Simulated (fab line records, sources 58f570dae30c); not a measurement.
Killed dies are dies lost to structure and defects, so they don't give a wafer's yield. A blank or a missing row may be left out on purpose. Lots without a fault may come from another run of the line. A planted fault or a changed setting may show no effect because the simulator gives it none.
A sampling plan put to the test | flow berkeley_cmos170 | one fab line, 7 faults that these records tell of, each judged on the records of the lots that it struck
The plan is the line's own looks: the steps of the route at which a gauge or an inspection reads the wafer and doesn't change it. A look can be judged if struck wafers have a number there and the file gives its usual mean and standard deviation on fault-free wafers. Caught: at a look after the fault's first step, the mean of the struck wafers lies 4 or more of those standard deviations (sigma) from the usual mean. On the tool: the same test on the tool's own readings at the fault's steps. Another recipe on the struck wafers, or a record that is blank for them alone, also counts as caught.

THE FAULTS, as the simulator had put them in
1. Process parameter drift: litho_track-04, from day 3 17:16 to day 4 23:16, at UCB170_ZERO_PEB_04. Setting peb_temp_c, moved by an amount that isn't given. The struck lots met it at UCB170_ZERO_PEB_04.
2. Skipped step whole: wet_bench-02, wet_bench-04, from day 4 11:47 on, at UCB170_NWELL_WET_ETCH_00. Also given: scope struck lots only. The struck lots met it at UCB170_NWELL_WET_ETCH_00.
3. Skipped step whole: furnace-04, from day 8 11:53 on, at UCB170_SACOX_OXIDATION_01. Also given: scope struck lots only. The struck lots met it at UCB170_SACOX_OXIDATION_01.
4. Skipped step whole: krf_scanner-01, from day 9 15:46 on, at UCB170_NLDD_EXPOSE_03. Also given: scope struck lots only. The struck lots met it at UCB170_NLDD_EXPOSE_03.
5. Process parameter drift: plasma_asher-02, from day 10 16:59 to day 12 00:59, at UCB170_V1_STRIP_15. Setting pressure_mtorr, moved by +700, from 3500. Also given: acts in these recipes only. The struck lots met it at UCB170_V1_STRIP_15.
6. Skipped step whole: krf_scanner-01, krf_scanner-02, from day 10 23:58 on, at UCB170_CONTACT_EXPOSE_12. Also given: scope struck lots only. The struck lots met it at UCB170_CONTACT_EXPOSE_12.
7. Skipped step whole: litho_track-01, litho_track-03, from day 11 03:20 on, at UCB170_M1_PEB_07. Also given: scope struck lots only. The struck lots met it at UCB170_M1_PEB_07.

WHAT THE PLAN SAW
fault | on the tool itself                               | first look that catches it                      | reading, sigma | median hours from its first step to that look | hours from the fault's start to the first struck lot there | judged looks passed uncaught
1     | heater_power_total_W +11 sigma                   | none of the 2 looks that can be judged after it | -              | -                                             | -                                                          | 2
2     | the tool's record is blank for the struck wafers | none of the 2 looks that can be judged after it | -              | -                                             | -                                                          | 2
3     | the tool's record is blank for the struck wafers | no look after it can be judged                  | -              | -                                             | -                                                          | 0
4     | no reading that can be judged                    | not the one look that can be judged after it    | -              | -                                             | -                                                          | 1
5     | chamber_pressure_mTorr +94 sigma                 | no look after it can be judged                  | -              | -                                             | -                                                          | 0
6     | no reading that can be judged                    | no look after it can be judged                  | -              | -                                             | -                                                          | 0
7     | the tool's record is blank for the struck wafers | no look after it can be judged                  | -              | -                                             | -                                                          | 0
A dash: the fault isn't caught, or these records don't give the number.

Caught at a look: 0 of 7. Caught on the tool: 5 of 7. By one or the other: 5 of 7.
Caught on the tool alone: faults 1, 2, 3, 5, 7.
Caught by neither: faults 4, 6.
